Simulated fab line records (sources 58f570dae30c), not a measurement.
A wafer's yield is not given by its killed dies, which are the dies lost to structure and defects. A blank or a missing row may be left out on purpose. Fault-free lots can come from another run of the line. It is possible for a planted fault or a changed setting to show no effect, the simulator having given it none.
Which tool is to blame? | flow berkeley_cmos170 | 36 wafers from 12 lots sampled at 6 of the route's 331 steps

== WHAT THE GAUGES SHOWED, per wafer ==
UCB170_GATE_CD_MEAS_12: target cd 350 nm. Usual: 350.2 nm for cd_nm, sd 1.3.
lot  | measured     | on        | cd_nm (nm)        | flag
L650 | day 7 10:32  | cd_sem-01 | 350.4 350.6 351.9 |
L649 | day 7 10:16  | cd_sem-01 | 348.3 350.3 348.9 |
L651 | day 8 02:52  | cd_sem-02 | 349.6 349.5 350.1 |
L652 | day 8 03:14  | cd_sem-01 | 349.8 351.9 350.4 |
L658 | day 9 06:10  | cd_sem-01 | 350.4 351.7 349.4 |
L659 | day 9 06:43  | cd_sem-01 | 349.9 348.9 348.4 |
L664 | day 10 23:33 | cd_sem-02 | 349.8 349.6 349.8 |
L668 | day 11 04:37 | cd_sem-02 | 352.0 349.9 350.3 |
L666 | day 11 05:05 | cd_sem-02 | 349.8 350.5 349.8 |
L669 | day 11 10:54 | cd_sem-02 | 348.6 348.8 349.1 |
L672 | day 12 14:54 | cd_sem-01 | 349.1 350.0 350.2 |
L671 | day 12 14:49 | cd_sem-01 | 350.0 349.5 349.8 |

UCB170_M2_RS_MEAS_02: uses a four-point probe to measure. Usual: M2_AL_RS typically reads 0.0322 ohm/sq, with standard deviation 0.00037.
lot  | measured     | on            | M2_AL_RS (ohm/sq)    | flag
L650 | day 8 23:19  | film_metro-01 | 0.0320 0.0320 0.0317 |
L649 | day 9 03:28  | film_metro-03 | 0.0321 0.0320 0.0319 |
L651 | day 9 09:13  | film_metro-01 | 0.0318 0.0319 0.0318 |
L652 | day 9 11:10  | film_metro-03 | 0.0323 0.0318 0.0324 |
L658 | day 10 11:27 | film_metro-03 | 0.0369 0.0318 0.0319 | OFF
L659 | day 10 13:13 | film_metro-02 | 0.0328 0.0320 0.0329 |
L664 | day 12 04:42 | film_metro-01 | 0.0325 0.0322 0.0323 |
L668 | day 12 09:50 | film_metro-02 | 0.0319 0.0330 0.0328 |
L666 | day 12 13:08 | film_metro-03 | 0.0324 0.0326 0.0326 |
L669 | day 12 17:28 | film_metro-03 | 0.0320 0.0318 0.0319 |
L672 | day 14 01:59 | film_metro-02 | 0.0325 0.0323 0.0323 |
L671 | day 14 01:23 | film_metro-01 | 0.0319 0.0320 0.0321 |

UCB170_M2_THK_MEAS_03: measures by xrf. Usual: M2_AL_THK typically reads 903 nm, with standard deviation 10.
lot  | measured     | on            | M2_AL_THK (nm) | flag
L650 | day 8 23:26  | film_metro-01 | 900 905 913    |
L649 | day 9 03:34  | film_metro-03 | 904 901 909    |
L651 | day 9 09:20  | film_metro-01 | 908 903 906    |
L652 | day 9 11:17  | film_metro-03 | 901 912 899    |
L658 | day 10 11:34 | film_metro-03 | 795 917 918    |
L659 | day 10 13:19 | film_metro-02 | 890 913 895    |
L664 | day 12 04:48 | film_metro-01 | 889 899 895    |
L668 | day 12 09:57 | film_metro-02 | 913 889 892    |
L666 | day 12 13:16 | film_metro-03 | 896 896 893    |
L669 | day 12 17:35 | film_metro-03 | 910 916 914    |
L672 | day 14 02:06 | film_metro-02 | 904 901 900    |
L671 | day 14 01:29 | film_metro-01 | 906 902 904    |

== WHICH TOOL RAN EACH LOT (tool, then ch and the chambers of the sampled wafers, then the start) ==
lot  | UCB170_NVT_SOFTBAKE_02            | UCB170_NVT_STRIP_08                  | UCB170_M2_SPUTTER_01
L650 | litho_track-03 ch 0, day 6 13:19  | plasma_asher-04 ch 0,1, day 6 14:10  | pvd_sputter-03, day 8 23:14
L649 | litho_track-01 ch 0, day 6 13:20  | plasma_asher-03 ch 0,1, day 6 14:25  | pvd_sputter-01, day 9 03:21
L651 | litho_track-03 ch 0, day 7 05:37  | plasma_asher-01 ch 0,1, day 7 06:28  | pvd_sputter-03, day 9 09:08
L652 | litho_track-02 ch 0, day 7 05:37  | plasma_asher-03 ch 0,1, day 7 06:43  | pvd_sputter-02, day 9 11:04
L658 | litho_track-03 ch 0, day 8 11:46  | plasma_asher-01 ch 0,1, day 8 12:38  | pvd_sputter-03, day 10 11:20
L659 | litho_track-02 ch 0, day 8 11:46  | plasma_asher-04 ch 0,1, day 8 12:43  | pvd_sputter-02, day 10 13:06
L664 | litho_track-01 ch 0, day 9 23:51  | plasma_asher-01 ch 0,1, day 10 00:34 | pvd_sputter-01, day 12 04:35
L668 | litho_track-01 ch 0, day 10 08:10 | plasma_asher-01 ch 0,1, day 10 09:56 | pvd_sputter-02, day 12 09:45
L666 | litho_track-03 ch 0, day 10 08:14 | plasma_asher-03 ch 0,1, day 10 09:58 | pvd_sputter-02, day 12 13:03
L669 | litho_track-01 ch 0, day 10 16:03 | plasma_asher-01 ch 0,1, day 10 16:47 | pvd_sputter-01, day 12 17:23
L672 | litho_track-02 ch 0, day 11 13:08 | plasma_asher-01 ch 0,1, day 11 14:34 | pvd_sputter-03, day 14 01:54
L671 | litho_track-03 ch 0, day 11 13:11 | plasma_asher-04 ch 0,1, day 11 14:40 | pvd_sputter-03, day 14 01:16
- UCB170_NVT_SOFTBAKE_02: time 61.51 s.
- UCB170_NVT_STRIP_08: strips in O2.
- UCB170_M2_SPUTTER_01: material Al, target thk 900 nm, time 120 s.

== AS READ BY THE TOOLS THEMSELVES (means over the sampled wafers that have a number; for cases with no such wafer, the mark the record gives instead) ==
UCB170_NVT_SOFTBAKE_02. Usual: plate_sensor_t_centre_C 131.41 C, standard deviation 0.01; plate_sensor_t_edge_C 131.53 C, standard deviation 0.011.
lot  | tool           | plate_sensor_t_centre_C (C) | plate_sensor_t_edge_C (C) | flag
L650 | litho_track-03 | 131.41                      | 131.53                    |
L649 | litho_track-01 | 131.41                      | 131.53                    |
L651 | litho_track-03 | 131.41                      | 131.53                    |
L652 | litho_track-02 | 131.40                      | 131.53                    |
L658 | litho_track-03 | 131.42                      | 131.53                    |
L659 | litho_track-02 | 131.42                      | 131.54                    |
L664 | litho_track-01 | 131.40                      | 131.54                    |
L668 | litho_track-01 | 131.41                      | 131.54                    |
L666 | litho_track-03 | 131.40                      | 131.53                    |
L669 | litho_track-01 | 131.40                      | 131.53                    |
L672 | litho_track-02 | 131.41                      | 131.54                    |
L671 | litho_track-03 | 131.40                      | 131.54                    |

UCB170_NVT_STRIP_08. Usual: drypump_motor_current_A 5.6 A, standard deviation 0.53; oes_product_au 0.734 a.u., standard deviation 0.0041; strip_time_to_endpoint_s 21.64 s, standard deviation 0.064.
lot  | tool            | drypump_motor_current_A (A) | oes_product_au (a.u.) | strip_time_to_endpoint_s (s) | flag
L650 | plasma_asher-04 | 5.8                         | 0.736                 | 21.60                        |
L649 | plasma_asher-03 | 5.9                         | 0.733                 | 21.59                        |
L651 | plasma_asher-01 | 4.9                         | 0.736                 | 21.58                        |
L652 | plasma_asher-03 | 5.9                         | 0.734                 | 21.61                        |
L658 | plasma_asher-01 | 5.1                         | 0.733                 | 21.61                        |
L659 | plasma_asher-04 | 5.8                         | 0.734                 | 21.69                        |
L664 | plasma_asher-01 | 5.1                         | 0.735                 | 21.58                        |
L668 | plasma_asher-01 | 4.9                         | 0.734                 | 21.55                        |
L666 | plasma_asher-03 | 5.9                         | 0.732                 | 21.64                        |
L669 | plasma_asher-01 | 4.9                         | 0.737                 | 21.61                        |
L672 | plasma_asher-01 | 5.1                         | 0.729                 | 21.64                        |
L671 | plasma_asher-04 | 5.5                         | 0.733                 | 21.70                        |

UCB170_M2_SPUTTER_01. Usual: 30.2 % for throttle_valve_pct, sd 1.
lot  | tool           | throttle_valve_pct (%) | flag
L650 | pvd_sputter-03 | 30.2                   |
L649 | pvd_sputter-01 | 31.3                   |
L651 | pvd_sputter-03 | 29.6                   |
L652 | pvd_sputter-02 | 30.2                   |
L658 | pvd_sputter-03 | 30.5                   |
L659 | pvd_sputter-02 | 30.1                   |
L664 | pvd_sputter-01 | 30.5                   |
L668 | pvd_sputter-02 | 29.7                   |
L666 | pvd_sputter-02 | 30.3                   |
L669 | pvd_sputter-01 | 31.3                   |
L672 | pvd_sputter-03 | 30.0                   |
L671 | pvd_sputter-03 | 30.2                   |

== THE ANSWER, worked out from the rows above alone ==
Rule: a lot counts as off when the mean over its wafers that have a number is more than 3 standard deviations away from the usual mean. A lot without any number at a reading at which 4 lots or more have one is off too. Where the step has rows for the other lots, those lots are counted as sound. After the gauges, taken in route order, come the tools' own readings; for these a lot's mean is taken, as printed above. At the first step where some lot is off, the reading lying furthest off is the one used; lots without a number count as furthest.
Off: L658, seen at UCB170_M2_RS_MEAS_02 (M2_AL_RS).
If a tool, at a process step before that reading, ran all the lots that are off and no sound lot after the first of them, it fits. The gauges at UCB170_M2_RS_MEAS_02 are tried like those tools. None of those tried fits.

== WHAT THE SIMULATOR HAD INSERTED ==
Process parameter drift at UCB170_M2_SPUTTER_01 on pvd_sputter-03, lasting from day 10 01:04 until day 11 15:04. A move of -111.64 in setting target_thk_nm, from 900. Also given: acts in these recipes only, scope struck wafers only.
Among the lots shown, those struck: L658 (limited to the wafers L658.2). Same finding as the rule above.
